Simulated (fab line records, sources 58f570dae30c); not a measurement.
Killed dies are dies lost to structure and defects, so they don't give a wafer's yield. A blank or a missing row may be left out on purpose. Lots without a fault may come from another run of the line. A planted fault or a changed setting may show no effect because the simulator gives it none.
Problem report in the 8D (eight disciplines) form, filled by code | flow berkeley_cmos170 | the parts of the form that need people (team, actions taken, sign-off) are left out

1. THE PROBLEM
beam_energy_keV at UCB170_PWELL_IMPLANT_15 reads a mean of 62.397 on 6 wafers of 2 lots; wafers without a fault read 60.005 with a standard deviation of 0.02. That is +99 or more standard deviations from the usual mean.
First seen on wafer L268.2, day 5 12:02, on implanter-01. The record holds 42 wafers of 14 lots with a number at this step. Rule for "out", or "out of limits": more than 4 standard deviations from the usual mean. The other wafers with a number count as sound.

2. WHAT IT IS AND WHAT IT IS NOT
question                    | is                     | is not
which readings at this step | beam_energy_keV        | -
which lots                  | L268, L271             | L256, L259, L260, L261, L262, L263, L264, L270, L273, L274, L276, L279
which wafers of those lots  | all that have a number | -
read on which tools         | implanter-01           | implanter-03, implanter-04
when                        | from day 5 12:02       | up to then (21 sound wafers); but 15 sound wafers of L270, L273, L274, L276, L279 came after

3. SUSPECTS, AND WHAT RULES EACH OUT
Counting: a tool at a process step up to the reading stays a suspect if it ran every lot that is out and no sound lot after the first of them.
- implanter-01 at UCB170_PWELL_IMPLANT_15: kept. It ran every lot that is out, first L268 (day 5 12:02), and no sound lot after that; its last sound lot up to then is L262 (day 4 13:41). Its own readings are out on those wafers: beam_energy_keV.
Left after counting: implanter-01 at UCB170_PWELL_IMPLANT_15.

4. THE CAUSE (what the simulator had put in)
Process parameter drift: implanter-01, from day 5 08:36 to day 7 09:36, at UCB170_PWELL_IMPLANT_15. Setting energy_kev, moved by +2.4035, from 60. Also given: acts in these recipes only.
Counting left only this tool.

5. THE CHAIN OF EFFECTS, in route order
Each row: a reading whose mean over the struck wafers that have a number lies more than 3 standard deviations from the usual. Only readings for which the record gives a usual standard deviation are gone through. hours: the time from each lot's start at the first step in this table that gives one to its start at this step, as a median over the lots. sigmas: the change in usual standard deviations.
hours | step                    | reading         | usual  | on struck wafers | change | sigmas
0     | UCB170_PWELL_IMPLANT_15 | beam_energy_keV | 60.005 | 62.397           | +2.392 | +99 or more
The process steps in it:
- UCB170_PWELL_IMPLANT_15

6. WHAT WOULD HAVE CAUGHT IT SOONER
In this record the first reading out of limits was taken at day 5 12:02, 3 hours after the fault began at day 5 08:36.
